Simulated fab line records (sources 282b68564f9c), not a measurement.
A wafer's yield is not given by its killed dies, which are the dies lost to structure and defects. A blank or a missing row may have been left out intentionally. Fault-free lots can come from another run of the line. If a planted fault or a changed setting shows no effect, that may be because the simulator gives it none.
Comparing a struck lot with a sound one    flow rit cmos    15 steps out of a route of 202
Sound: these wafers, L276.3, L276.4, L276.6. The struck wafers were L286.1, L286.4, L286.6. At the end, the cause is stated.
At each step with rows: each side's tool, then ch and its chambers, then its first start. Under that, the readings that differ: sound wafers    struck wafers    difference of the means    sigmas: that difference in standard deviations of wafers without a fault.
alike: readings whose means differ by less than 2 such deviations, and words and numbers that are the same on both sides. not compared: withheld readings, readings that some wafer has no value for, bounds like >300 that may hide the same value, and numbers for which the record gives no deviation and whose values overlap.
The two part at a step that has a row with sigmas, a row that says differs or no value, or rows on one side only. Non-overlapping numbers with no deviation appear without sigmas and do not part them. A reading that every wafer of one side lacks parts them only if that side has two wafers or more.

RIT_M1_SPUTTER_00: material Al, target thk 400 nm, time 500 s.
  struck on pvd sputter-04, day 5 11:31; sound on pvd sputter-04, day 3 11:38
  alike: cathode dc power W, throttle valve pct
RIT_M1_RS_MEAS_01: the measuring method here is four-point-probe.
  struck on film metro-01, day 5 11:49; sound on film metro-01, day 3 11:58
  alike: M1_AL_RS
RIT_M1_THK_MEAS_02: measures by xrf.
  struck on film metro-01, day 5 11:56; sound on film metro-01, day 3 12:04
  alike: M1_AL_THK
then, 6 steps without rows for these wafers: RIT_M1_HMDS_03 (prime time 60 s); RIT_M1_COAT_04 (resist thk 1322 nm); RIT_M1_SOFTBAKE_05 (time 60 s); RIT_M1_EXPOSE_06 (exposes mask M12, target cd 2600 nm); RIT_M1_PEB_07; RIT_M1_DEVELOP_08 (develop time 68 s).
RIT_M1_CD_MEAS_09 targets a cd of 2600 nm.
  struck on cd sem-02, day 5 13:00; sound on cd sem-02, day 3 13:09
  alike: cd nm
RIT_M1_OVL_MEAS_10:
  struck on overlay-02, day 5 13:07; sound on overlay-01, day 3 13:14
  alike: M1_OVL
then, 1 step without rows for these wafers: RIT_M1_HARDBAKE_11 (time 120 s).
RIT_M1_METAL_ETCH_12: etches Al in Cl2/BCl3, stops on SiO2, time 165 s, target depth 600 nm.
  sound on rie metal-04 ch 0,1, day 3 13:34; struck on rie metal-01 ch 0,1, day 5 13:25
reading                                  sound              struck             difference  sigmas
run length s (s)                         193.2 193.9 193.7  202.6 202.0 202.6  +8.8        +6
model.NOVOLAK_of_M1_COAT_04.thk nm (nm)  825.4 817.7 825.9  805.4 801.4 791.9  -23.4       
  alike: drypump motor current A, oes product au, throttle valve pct
  not compared: rf hours counter h
then, 1 step without rows for these wafers: RIT_M1_STRIP_13 (strips in nmp, time 600 s).
RIT_M1_PROBE_99:
  struck on prober-01, day 5 16:06; sound on prober-01, day 3 15:52
  alike: defect limited yield, killed_at_M0_to_M3, killed at contacts, killed at front end, killed dies, killed open, killed short, sort_bin_3_pad_short, sort_bin_5_function, sort_bin_6_memory, sort n pass, sort yield pct

WHERE THEY PART
Only at RIT_M1_METAL_ETCH_12, as far as this record shows. Later steps at which nothing parts them and some readings are alike: RIT_M1_PROBE_99.

WHY: the cause the simulator had injected
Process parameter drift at RIT_M1_METAL_ETCH_12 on rie metal-01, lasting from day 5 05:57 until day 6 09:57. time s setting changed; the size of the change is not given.
